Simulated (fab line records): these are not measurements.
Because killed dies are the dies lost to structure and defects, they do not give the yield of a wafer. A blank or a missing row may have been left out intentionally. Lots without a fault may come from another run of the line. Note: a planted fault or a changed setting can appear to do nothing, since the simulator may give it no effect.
Struck lot and sound lot, side by side | flow rit-cmos | 17 out of 202 route steps
Sound: wafers L217.2, L217.5, L217.6. The struck wafers were L222.1, L222.2, L222.6. The cause comes at the end.
Order at every step that has rows: each side's tool, ch and its chambers, its first start. Under that, the readings that differ: sound wafers | struck wafers | difference of the means | sigmas: that difference in standard deviations of wafers without a fault.
alike: readings whose means differ by less than 2 such deviations, and words and numbers that are the same on both sides. not compared: withheld readings, readings that some wafer has no value for, bounds like >300 that may hide the same value, and numbers for which the record gives no deviation and whose values overlap.
Wherever a step has rows on one side only, a row that says differs or no value, or a row with sigmas, the two part there. When numbers do not overlap yet have no deviation, they are printed without sigmas and do not part them. A reading missing from all wafers of one side parts the sides only when that side holds two or more wafers.

first, 1 step without rows for these wafers: RIT_CONTACT_HARDBAKE_10 (time 60 s).
RIT_CONTACT_ETCH_11: etches SiO2 in CHF3/CF4/Ar, stops on TiSi2, target depth 480 nm, time 320 s.
  sound on rie-diel-01 ch 1,2, day 3 20:55; struck on rie-diel-03 ch 0,3, day 4 18:23
  alike: drypump-motor-current-A, oes-product-au, throttle-valve-pct
  not compared: rf-hours-counter-h
RIT_CONTACT_STRIP_12: strips in O2, time 180 s.
  sound on plasma-asher-04 ch 0,1, day 3 21:07; struck on plasma-asher-03 ch 0,1, day 4 18:35
  alike: drypump-motor-current-A
  not compared: rf-hours-counter-h
RIT_CONTACT_CD_MEAS_90: target cd 1000 nm.
  sound on cd-sem-02, day 3 21:18; struck on cd-sem-02, day 4 18:46
  alike: cd-nm
then, 2 steps without rows for these wafers: RIT_CONTACT_CLEAN_13 (cleans in SC1, time 600 s); RIT_CONTACT_CLEAN_14 (cleans in SC2, time 600 s).
RIT_M1_SPUTTER_00: material Al, target thk 400 nm, time 500 s.
  sound on pvd-sputter-01, day 3 21:46; struck on pvd-sputter-02, day 4 19:14
  alike: throttle-valve-pct
RIT_M1_RS_MEAS_01: a four-point-probe measurement.
  sound on film-metro-04, day 3 22:05; struck on film-metro-03, day 4 19:32
  reading           | sound                | struck               | difference | sigmas
  M1_AL_RS (ohm/sq) | 0.0716 0.0724 0.0713 | 0.0742 0.0737 0.0742 | +0.0023    | +2
RIT_M1_THK_MEAS_02: measures by xrf.
  sound on film-metro-04, day 3 22:11; struck on film-metro-03, day 4 19:40
  reading        | sound       | struck      | difference | sigmas
  M1_AL_THK (nm) | 412 407 415 | 398 400 397 | -13        | -2
then, 3 steps without rows for these wafers: RIT_M1_HMDS_03 (prime time 60 s); RIT_M1_COAT_04 (resist thk 1300 nm); RIT_M1_SOFTBAKE_05 (time 60 s).
RIT_M1_EXPOSE_06: exposes mask M12, target cd 2600 nm.
  sound on iline-stepper-02 ch 0, day 3 22:43; struck on iline-stepper-01 ch 0, day 4 20:17
  reading | sound             | struck                     | difference | sigmas
  mask    | M12#0 M12#0 M12#0 | M12_R1#0 M12_R1#0 M12_R1#0 | differs    |
then, 2 steps without rows for these wafers: RIT_M1_PEB_07; RIT_M1_DEVELOP_08 (develop time 68 s).
RIT_M1_CD_MEAS_09: target cd 2600 nm.
  sound on cd-sem-02, day 3 23:08; struck on cd-sem-01, day 4 21:01
  reading    | sound                | struck               | difference | sigmas
  cd-nm (nm) | 2597.6 2597.7 2597.6 | 2252.8 2253.0 2250.5 | -345.5     | -99 or more
  not compared: hold
RIT_M1_PROBE_99:
  the record holds rows for the sound wafers here (prober-02, day 4 01:50) but none for the struck ones

WHERE THEY PART
Last at RIT_M1_PROBE_99 as far as this record goes, first at RIT_M1_RS_MEAS_01.

WHY: what had been put in by the simulator
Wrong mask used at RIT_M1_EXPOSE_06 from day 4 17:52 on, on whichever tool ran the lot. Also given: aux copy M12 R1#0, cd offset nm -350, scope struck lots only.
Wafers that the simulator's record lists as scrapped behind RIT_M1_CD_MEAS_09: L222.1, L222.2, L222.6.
